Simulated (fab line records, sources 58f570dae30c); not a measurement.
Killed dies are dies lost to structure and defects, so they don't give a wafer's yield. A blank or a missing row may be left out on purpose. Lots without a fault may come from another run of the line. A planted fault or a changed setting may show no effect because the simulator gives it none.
One fault seen from 2 desks | flow berkeley_cmos170 | each desk has only its own numbers; what lay behind them comes last

THE METROLOGY DESK
What the gauges read, lot by lot, whatever tool the lot ran on: means of the sampled wafers that have a number. A lot is out of limits, marked OUT, if its mean lies more than 4 standard deviations from the usual mean; the brackets give that distance.
Columns: A = V1_OVL at UCB170_V1_OVL_MEAS_13, usual -2 nm; B = V2_POLISHED_THK at UCB170_V2_THK_MEAS_04, usual 999.6 nm; C = V2_OVL at UCB170_V2_OVL_MEAS_13, usual 1 nm
lot  | first seen here | A   | B               | C
L309 | day 7 16:05     | -2  | 1001.4          | 3
L310 | day 7 18:54     | 6   | 1000.6          | -2
L311 | day 7 19:11     | -11 | 999.0           | 5
L313 | day 8 21:25     | -5  | 1000.8          | -2
L315 | day 9 01:16     | 11  | 999.4           | 11
L314 | day 9 01:33     | -6  | 999.2           | -2
L318 | day 9 06:53     | -2  | 999.8           | 2
L317 | day 9 10:09     | -2  | 998.1           | 3
L322 | day 10 10:27    | 3   | 1000.3          | 4
L323 | day 10 10:59    | -5  | 999.2           | 0
L320 | day 10 11:11    | -6  | 916.0 (-84) OUT | -8
L319 | day 10 11:28    | -4  | 915.2 (-84) OUT | -2
L321 | day 10 11:35    | -1  | 1001.1          | 6
L331 | day 12 00:35    | 2   | 998.6           | -2
This desk's finding: out of limits on L319, L320; first on L320, day 10 16:01 (V2_POLISHED_THK at UCB170_V2_THK_MEAS_04). In limits: L309, L310, L311, L313, L315, L314, L318, L317, L322, L323, L321, L331.

THE TOOL OWNER'S DESK: cmp-02
The tool's own readings at UCB170_V2_CMP_02 (polishes SiO2): means of the sampled wafers that have a number, for each lot that ran on this tool. A lot is out of limits, marked OUT, if its mean lies more than 4 standard deviations from the usual mean; the brackets give that distance.
Columns: A = motor_current_A at UCB170_V2_CMP_02, usual 15.9 A; B = slurry_filter_dp_kPa at UCB170_V2_CMP_02, usual 13.52 kPa
lot  | first seen here | A    | B
L309 | day 7 19:50     | 16.2 | 13.49
L311 | day 7 23:38     | 16.4 | 13.42
L314 | day 9 06:18     | 16.6 | 13.52
L317 | day 9 14:26     | 16.2 | 13.68
L322 | day 10 14:01    | 15.8 | 13.47
L323 | day 10 14:51    | 15.7 | 13.58
L320 | day 10 15:35    | 16.3 | 13.55
L319 | day 10 15:53    | 16.2 | 13.66
This desk's finding: nothing out of limits on any of the 8 lots.

PUT TOGETHER
The metrology desk could have raised an alarm at day 10 16:01, on L319, L320.
The tool owner's desk saw nothing out of limits.
The tool owner's desk has L319, L320 on record, within its limits.
Of the lots named, all ran UCB170_V2_CMP_02 on cmp-02.

WHAT THE SIMULATOR HAD PUT IN
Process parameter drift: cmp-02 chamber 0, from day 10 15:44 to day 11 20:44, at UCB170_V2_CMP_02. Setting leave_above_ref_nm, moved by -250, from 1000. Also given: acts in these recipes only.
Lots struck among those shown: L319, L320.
Hours from the fault's start to each desk's first reading out of limits: the metrology desk, 0.
